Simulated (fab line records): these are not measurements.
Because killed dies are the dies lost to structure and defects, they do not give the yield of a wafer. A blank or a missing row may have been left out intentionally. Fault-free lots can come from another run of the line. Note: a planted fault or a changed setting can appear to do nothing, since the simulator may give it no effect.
What tool caused it? ; flow rit cmos ; 14 lots with 42 wafers sampled at 5 steps, on a route of 202 steps

== WHAT EACH GAUGE READ, for each wafer ==
RIT_PSD_TW_MEAS_10. Usual: PSD_TW gives 3446 (standard deviation 26).
lot;measured;on;PSD_TW;flag
L155;day 3 01:34;film metro-01;3418 3433 3426;
L158;day 3 18:21;film metro-03;3417 3417 3417;
L159;day 3 22:12;film metro-01;3419 3427 3426;
L160;day 4 02:50;film metro-01;3417 3409 3396;
L161;day 4 07:32;film metro-04;3479 3487 3484;
L162;day 4 14:44;film metro-01;3437 3403 3400;
L163;day 4 23:31;film metro-04;3478 3470 3468;
L164;day 5 03:19;film metro-03;3421 3431 3422;
L172;day 6 20:47;film metro-01;30 30 30 30 30 30;OFF
L173;day 7 00:10;film metro-01;30 30 30 30 30 30;OFF
L174;day 7 04:55;film metro-01;3438 3443 3451;
L175;day 7 08:21;film metro-03;3423 3407 3404;
L176;day 7 12:38;film metro-04;3471 3472 3482;
L178;day 7 20:47;film metro-04;3461 3453 3475;

RIT_CONTACT_CD_MEAS_90 targets a cd of 1000 nm. Usual: 1000.3 nm for cd nm, sd 2.2.
lot;measured;on;cd nm (nm);flag
L155;day 3 04:58;cd sem-01;996.2 997.9 999.0;
L158;day 3 21:38;cd sem-01;999.4 1000.3 999.3;
L159;day 4 01:38;cd sem-02;1005.4 1006.2 1003.6;
L160;day 4 06:25;cd sem-02;998.8 998.4 998.0;
L161;day 4 10:49;cd sem-01;1002.4 999.9 1001.1;
L162;day 4 18:05;cd sem-01;997.4 997.3 998.3;
L163;day 5 02:46;cd sem-01;1003.9 1000.7 1002.3;
L164;day 5 06:44;cd sem-02;1000.6 999.0 999.5;
L174;day 7 08:29;cd sem-01;1001.2 1000.8 1002.9;
L175;day 7 12:05;cd sem-01;999.0 997.3 1000.2;
L176;day 7 16:08;cd sem-01;1003.0 1002.3 1001.1;
L178;day 8 00:14;cd sem-01;995.6 998.4 997.8;

RIT_M1_CD_MEAS_09 targets a cd of 2600 nm. Usual: 2599.1 nm for cd nm, sd 2.1.
lot;measured;on;cd nm (nm);flag
L155;day 3 06:55;cd sem-01;2601.4 2600.6 2599.3;
L158;day 3 23:35;cd sem-02;2596.4 2596.7 2598.6;
L159;day 4 03:29;cd sem-02;2597.2 2599.7 2599.9;
L160;day 4 08:22;cd sem-01;2598.2 2598.3 2600.9;
L161;day 4 12:38;cd sem-01;2601.0 2603.6 2602.6;
L162;day 4 19:55;cd sem-02;2600.1 2601.0 2599.4;
L163;day 5 04:43;cd sem-02;2602.2 2600.9 2598.9;
L164;day 5 08:40;cd sem-01;2601.1 2600.6 2601.1;
L174;day 7 10:28;cd sem-02;2597.8 2597.3 2596.2;
L175;day 7 14:01;cd sem-02;2593.6 2597.8 2593.3;
L176;day 7 17:57;cd sem-02;2599.3 2595.3 2597.4;
L178;day 8 02:18;cd sem-02;2597.8 2597.1 2599.8;

== EACH LOT AND THE TOOL THAT RAN IT (in order: tool; ch and the chambers of the sampled wafers; start) ==
lot;RIT_NLDD_STRIP_09;RIT_NSD_STRIP_09
L155;plasma asher-01 ch 0, day 2 18:20;plasma asher-04 ch 0,1, day 2 23:58
L158;plasma asher-01 ch 0,1, day 3 11:05;plasma asher-02 ch 1, day 3 16:41
L159;plasma asher-01 ch 0,1, day 3 14:41;plasma asher-04 ch 0,1, day 3 20:29
L160;plasma asher-03 ch 0,1, day 3 19:38;plasma asher-02 ch 0,1, day 4 01:07
L161;plasma asher-03 ch 0,1, day 3 23:22;plasma asher-02 ch 0,1, day 4 05:50
L162;plasma asher-04 ch 0,1, day 4 06:36;plasma asher-02 ch 0,1, day 4 13:01
L163;plasma asher-01 ch 0,1, day 4 15:22;plasma asher-02 ch 0,1, day 4 21:57
L164;plasma asher-03 ch 0,1, day 4 19:11;plasma asher-03 ch 0, day 5 01:43
L172;plasma asher-04 ch 1, day 6 13:43;plasma asher-03 ch 0, day 6 19:03
L173;plasma asher-03 ch 0,1, day 6 16:07;plasma asher-02 ch 0,1, day 6 22:34
L174;plasma asher-04 ch 0,1, day 6 19:20;plasma asher-03 ch 0,1, day 7 03:20
L175;plasma asher-01 ch 0,1, day 7 00:07;plasma asher-03 ch 0,1, day 7 06:38
L176;plasma asher-01 ch 0,1, day 7 04:35;plasma asher-03 ch 0,1, day 7 11:05
L178;plasma asher-04 ch 0,1, day 7 12:35;plasma asher-03 ch 0,1, day 7 19:03
- RIT_NLDD_STRIP_09: strips in O2, time 180 s.
- RIT_NSD_STRIP_09: strips in O2, time 180 s.

== WHAT THE TOOLS THEMSELVES READ (means of the sampled wafers that have a number; where no wafer has one, the mark that the record gives instead) ==
RIT_NLDD_STRIP_09. Usual: chamber pressure mTorr 4000 mTorr, standard deviation 3.4; drypump motor current A 5.8 A, standard deviation 0.35; rf refl power W 7.6 W, standard deviation 1.4.
lot;tool;chamber pressure mTorr (mTorr);drypump motor current A (A);rf refl power W (W);flag
L155;plasma asher-01;3999;5.5;8.2;
L158;plasma asher-01;3998;5.7;8.3;
L159;plasma asher-01;3999;5.8;8.2;
L160;plasma asher-03;3998;5.4;7.2;
L161;plasma asher-03;3999;5.8;7.3;
L162;plasma asher-04;4001;6.1;6.5;
L163;plasma asher-01;4001;5.8;8.0;
L164;plasma asher-03;4005;5.8;7.4;
L172;plasma asher-04;3999;6.3;5.0;
L173;plasma asher-03;4001;5.8;7.3;
L174;plasma asher-04;4000;6.0;8.3;
L175;plasma asher-01;4001;5.7;8.0;
L176;plasma asher-01;3996;5.8;8.0;
L178;plasma asher-04;4001;6.0;8.2;

RIT_NSD_STRIP_09. Usual: chamber pressure mTorr 4000 mTorr, standard deviation 3.8; drypump motor current A 5.7 A, standard deviation 0.49; rf refl power W 7.0 W, standard deviation 1.4.
lot;tool;chamber pressure mTorr (mTorr);drypump motor current A (A);rf refl power W (W);flag
L155;plasma asher-04;4004;6.0;8.3;
L158;plasma asher-02;4000;5.1;5.4;
L159;plasma asher-04;4003;6.1;6.6;
L160;plasma asher-02;4001;5.8;6.6;
L161;plasma asher-02;3996;5.4;6.1;
L162;plasma asher-02;4000;5.8;6.7;
L163;plasma asher-02;3998;5.8;6.7;
L164;plasma asher-03;4001;5.1;7.1;
L172;plasma asher-03;-;-;-;OFF
L173;plasma asher-02;-;-;-;OFF
L174;plasma asher-03;3998;5.4;7.2;
L175;plasma asher-03;4001;5.8;7.3;
L176;plasma asher-03;3997;5.8;7.4;
L178;plasma asher-03;4002;5.8;7.4;

== THE ANSWER, worked out from the rows above alone ==
Rule: a lot counts as off when the mean over its wafers that have a number is more than 3 standard deviations away from the usual mean. A lot without any number at a reading at which 4 lots or more have one is off too. The other lots that the step has rows for count as sound. Order of review: gauges by route order, followed by the tools' own readings, for which a lot's mean as printed above is used. The first step at which some lot is off is used, and at that step the reading that is off furthest; a lot without a number counts as furthest.
Off: L172, L173, seen at RIT_PSD_TW_MEAS_10 (PSD_TW).
A tool fits if, at a process step before that reading, it ran every lot that is off, and no sound lot after the first of them. The gauges at RIT_PSD_TW_MEAS_10 aren't tried: what is off there is off at RIT_NSD_STRIP_09 too, on other tools, and a gauge's error can't cause that. Of those tried, none fits.

== WHAT THE SIMULATOR PUT IN ==
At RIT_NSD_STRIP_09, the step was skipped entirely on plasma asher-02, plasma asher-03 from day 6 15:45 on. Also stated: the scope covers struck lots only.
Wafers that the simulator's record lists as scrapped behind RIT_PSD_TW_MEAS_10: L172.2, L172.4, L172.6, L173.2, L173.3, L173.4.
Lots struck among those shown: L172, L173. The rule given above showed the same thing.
